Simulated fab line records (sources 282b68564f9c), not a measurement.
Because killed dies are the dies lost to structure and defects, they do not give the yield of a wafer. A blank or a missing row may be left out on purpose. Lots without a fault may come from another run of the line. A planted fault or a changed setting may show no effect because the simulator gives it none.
A struck lot beside a sound one || flow rit cmos || 17 out of 202 route steps
Sound: wafers L894.1, L894.4, L894.6. The struck wafers were L899.1, L899.2, L899.4. The cause is named last.
Each step with rows lists, per side, the tool, then ch with its chambers, then its first start. Under that, the readings that differ: sound wafers || struck wafers || difference of the means || sigmas: that difference in standard deviations of wafers without a fault.
alike: readings with means less than 2 such deviations apart, plus words and numbers identical on both sides. not compared: withheld readings, readings lacking a value on some wafer, bounds such as >300 that could conceal the same value, and numbers that have no deviation in the record and whose values overlap.
A row with sigmas, a row that says differs or no value, or rows on one side alone: a step with any of these is where the two part. When numbers do not overlap yet have no deviation, they are printed without sigmas and do not part them. A reading that every wafer of one side lacks parts them only if that side has two wafers or more.

first, 1 step without rows for these wafers: RIT_ACTIVE_OXIDATION_01 (target thk 46.8 nm, ox time 3360 s).
RIT_ACTIVE_THK_MEAS_02:
  sound on film metro-04, day 2 15:29; struck on film metro-04, day 3 14:03
  alike: ACTIVE_OXIDE_THK
then, 1 step without rows for these wafers: RIT_ACTIVE_CVD_03 (deposits Si3N4 from SiH2Cl2/NH3, target thk 150 nm, time 1500 s).
RIT_ACTIVE_THK_MEAS_04:
  sound on film metro-01, day 2 16:58; struck on film metro-02, day 3 15:32
{"reading": "ACTIVE_NITRIDE_THK (nm)", "sound": "150.7 150.8 150.1", "struck": "146.5 147.2 146.7", "difference": -3.7, "sigmas": -3}
then, 6 steps without rows for these wafers: RIT_ACTIVE_HMDS_05 (prime time 60 s); RIT_ACTIVE_COAT_06 (resist thk 1000 nm); RIT_ACTIVE_SOFTBAKE_07 (time 60 s); RIT_ACTIVE_EXPOSE_08 (exposes mask M1, target cd 1400 nm); RIT_ACTIVE_PEB_09; RIT_ACTIVE_DEVELOP_10 (develop time 50 s).
RIT_ACTIVE_CD_MEAS_11 targets a cd of 1400 nm.
  sound on cd sem-02, day 2 18:00; struck on cd sem-02, day 3 16:34
  alike: cd nm
then, 1 step without rows for these wafers: RIT_ACTIVE_HARDBAKE_12 (time 60 s).
RIT_ACTIVE_ETCH_13: etches Si3N4 in SF6, stops on SiO2, time 210 s, target depth 210 nm.
  sound on rie diel-02 ch 0,2,3, day 2 18:16; struck on rie diel-02 ch 0,2,3, day 3 16:55
  no value came back on the struck wafers for any of 5 readings (SF6_flow_sccm (sccm), chamber pressure mTorr (mTorr) and others); on the sound wafers SF6_flow_sccm (sccm) reads 200.0 200.7 199.6
{"reading": "model.NOVOLAK_of_ACTIVE_COAT_06.thk nm (nm)", "sound": "658.8 645.8 658.2", "struck": "885.6 884.5 886.1", "difference": "+231.1", "sigmas": ""}
  not compared: rf hours counter h, model.SiO2_of_ACTIVE_OXIDATION_01.thk nm
RIT_ACTIVE_STRIP_14: strips in O2, time 180 s.
  sound on plasma asher-02 ch 0,1, day 2 18:25; struck on plasma asher-01 ch 0,1, day 3 17:02
  alike: chamber pressure mTorr, drypump motor current A
  not compared: rf hours counter h
RIT_ACTIVE_CD_MEAS_90 targets a cd of 1400 nm.
  sound on cd sem-01, day 2 18:35; struck on cd sem-02, day 3 17:13
{"reading": "cd nm (nm)", "sound": "1401.3 1399.6 1401.9", "struck": "- - -", "difference": "no value on the struck wafers", "sigmas": ""}
then, 1 step without rows for these wafers: RIT_ACTIVE_CLEAN_15 (cleans in SC1, time 600 s).
RIT_M1_PROBE_99:
  sound on prober-01, day 4 21:30; struck on prober-01, day 5 16:06
{"reading": "hold", "sound": "- - -", "struck": "await dispo/7.6h/scrap await dispo/7.6h/scrap await dispo/7.6h/scrap", "difference": "no value on the sound wafers", "sigmas": ""}
{"reading": "killed at front end", "sound": "6 9 5", "struck": "264 264 263", "difference": "+257", "sigmas": "+92"}
{"reading": "killed dies", "sound": "6 9 5", "struck": "264 264 264", "difference": "+257", "sigmas": "+95"}
{"reading": "killed on rim", "sound": "2 4 2", "struck": "70 70 70", "difference": "+67", "sigmas": "+52"}
  alike: killed at contacts, killed open, killed short

## WHERE THEY PART
Earliest at RIT_ACTIVE_THK_MEAS_04; latest, in this record, at RIT_M1_PROBE_99.

WHY: the cause the simulator had injected
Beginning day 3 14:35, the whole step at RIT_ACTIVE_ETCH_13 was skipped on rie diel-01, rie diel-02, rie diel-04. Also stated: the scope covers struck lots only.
